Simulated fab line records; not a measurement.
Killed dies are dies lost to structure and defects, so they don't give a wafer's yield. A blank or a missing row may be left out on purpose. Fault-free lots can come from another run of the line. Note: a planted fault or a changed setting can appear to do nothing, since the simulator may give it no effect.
Tool commonality check :: flow ritCmos :: Sampled: 13 lots, 39 wafers

REASON IT WAS OPENED
At RIT_GATE_THK_MEAS_09 the reading GATE_POLY_THK is flagged on 1 of 13 lots. Fault-free wafers read 256.2 nm, with a standard deviation of 2.1.
Rule: a lot gets a flag if all its wafers with a number sit over 4 standard deviations from that mean, or if no wafer of it has a number. As for the other lots, they are considered sound.

lot: L318
measured: day 2 23:35
on: filmMetro-03
GATE_POLY_THK (nm), wafer by wafer: 255.6 254.8 254.2
flag: 

lot: L319
measured: day 3 02:18
on: filmMetro-01
GATE_POLY_THK (nm), wafer by wafer: 255.6 257.7 257.6
flag: 

lot: L320
measured: day 3 09:55
on: filmMetro-03
GATE_POLY_THK (nm), wafer by wafer: 252.4 254.8 253.6
flag: 

lot: L321
measured: day 3 14:28
on: filmMetro-03
GATE_POLY_THK (nm), wafer by wafer: 252.9 252.9 255.0
flag: 

lot: L322
measured: day 3 22:20
on: filmMetro-01
GATE_POLY_THK (nm), wafer by wafer: 255.2 254.6 253.6
flag: 

lot: L325
measured: day 4 09:27
on: filmMetro-03
GATE_POLY_THK (nm), wafer by wafer: 256.0 255.8 258.8
flag: 

lot: L327
measured: day 4 20:43
on: filmMetro-01
GATE_POLY_THK (nm), wafer by wafer: 259.1 257.9 256.9
flag: 

lot: L329
measured: day 5 07:07
on: filmMetro-03
GATE_POLY_THK (nm), wafer by wafer: 254.8 255.7 258.4
flag: 

lot: L332
measured: day 5 20:58
on: filmMetro-02
GATE_POLY_THK (nm), wafer by wafer: 341.7 342.0 342.6
flag: FLAGGED

lot: L334
measured: day 6 09:38
on: filmMetro-03
GATE_POLY_THK (nm), wafer by wafer: 256.0 255.0 254.7
flag: 

lot: L335
measured: day 6 14:46
on: filmMetro-02
GATE_POLY_THK (nm), wafer by wafer: 260.5 258.8 257.7
flag: 

lot: L336
measured: day 6 18:28
on: filmMetro-03
GATE_POLY_THK (nm), wafer by wafer: 261.1 261.5 260.3
flag: 

lot: L338
measured: day 7 06:09
on: filmMetro-01
GATE_POLY_THK (nm), wafer by wafer: 256.9 256.3 255.7
flag: 
On average the flagged lots' numbers are 342.1 nm, which is +85.9 nm against the usual, or +41 standard deviations.

LOT BY LOT: THE TOOL USED
The record holds 1 process step before the reading, out of a route of 202 steps. Read each cell as the tool, then ch plus the chambers that the sampled wafers visited, then the start.
lot: L318
flag: 
RIT_GATE_CVD_08: lpcvd-02 ch 1, day 2 21:10

lot: L319
flag: 
RIT_GATE_CVD_08: lpcvd-01 ch 0, day 3 00:41

lot: L320
flag: 
RIT_GATE_CVD_08: lpcvd-02 ch 0, day 3 07:29

lot: L321
flag: 
RIT_GATE_CVD_08: lpcvd-02 ch 1, day 3 12:02

lot: L322
flag: 
RIT_GATE_CVD_08: lpcvd-01 ch 1, day 3 20:43

lot: L325
flag: 
RIT_GATE_CVD_08: lpcvd-01 ch 1, day 4 07:49

lot: L327
flag: 
RIT_GATE_CVD_08: lpcvd-01 ch 0, day 4 19:06

lot: L329
flag: 
RIT_GATE_CVD_08: lpcvd-02 ch 0, day 5 04:41

lot: L332
flag: FLAGGED
RIT_GATE_CVD_08: lpcvd-02 ch 1, day 5 19:21

lot: L334
flag: 
RIT_GATE_CVD_08: lpcvd-01 ch 1, day 6 08:01

lot: L335
flag: 
RIT_GATE_CVD_08: lpcvd-01 ch 1, day 6 13:08

lot: L336
flag: 
RIT_GATE_CVD_08: lpcvd-01 ch 0, day 6 16:50

lot: L338
flag: 
RIT_GATE_CVD_08: lpcvd-01 ch 0, day 7 04:32
What is done by these steps:
- RIT_GATE_CVD_08: deposits poly-Si from SiH4, target thk 250 nm, time 2220 s.
- RIT_GATE_THK_MEAS_09

FLAGGED OVER TOTAL, TOOL BY TOOL (the gauges that took the reading come last)
step: RIT_GATE_CVD_08
tool: lpcvd-01
lots run: 8
flagged: 0
share of the flagged lots: none
sound lots run after its first flagged lot: -

step: RIT_GATE_CVD_08
tool: lpcvd-02
lots run: 5
flagged: 1
share of the flagged lots: all
sound lots run after its first flagged lot: 0

step: RIT_GATE_THK_MEAS_09
tool: filmMetro-01
lots run: 4
flagged: 0
share of the flagged lots: none
sound lots run after its first flagged lot: -

step: RIT_GATE_THK_MEAS_09
tool: filmMetro-02
lots run: 2
flagged: 1
share of the flagged lots: all
sound lots run after its first flagged lot: 1 (L335)

step: RIT_GATE_THK_MEAS_09
tool: filmMetro-03
lots run: 7
flagged: 0
share of the flagged lots: none
sound lots run after its first flagged lot: -

WHAT THE TABLE PERMITS
Every flagged lot went through 2 rows of the table: lpcvd-02 at RIT_GATE_CVD_08 and filmMetro-02 at RIT_GATE_THK_MEAS_09.
- lpcvd-02 at RIT_GATE_CVD_08 ran 5 lots, 1 of them flagged. Last sound lot L329 at day 5 04:41, first flagged lot L332 at day 5 19:21; a fault beginning in between fits.
- filmMetro-02 at RIT_GATE_THK_MEAS_09 ran 2 lots, 1 of them flagged. Sound lots followed the first flagged one (L335) on it, something a lasting fault affecting the whole tool could not allow.
lpcvd-02 at RIT_GATE_CVD_08 is the single tool remaining.

WHAT WAS PUT IN BY THE SIMULATOR
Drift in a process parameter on lpcvd-02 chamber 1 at RIT_GATE_CVD_08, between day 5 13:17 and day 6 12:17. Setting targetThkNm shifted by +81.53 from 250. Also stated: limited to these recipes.
Shown lots that were struck: L332. The rule given above showed the same thing.
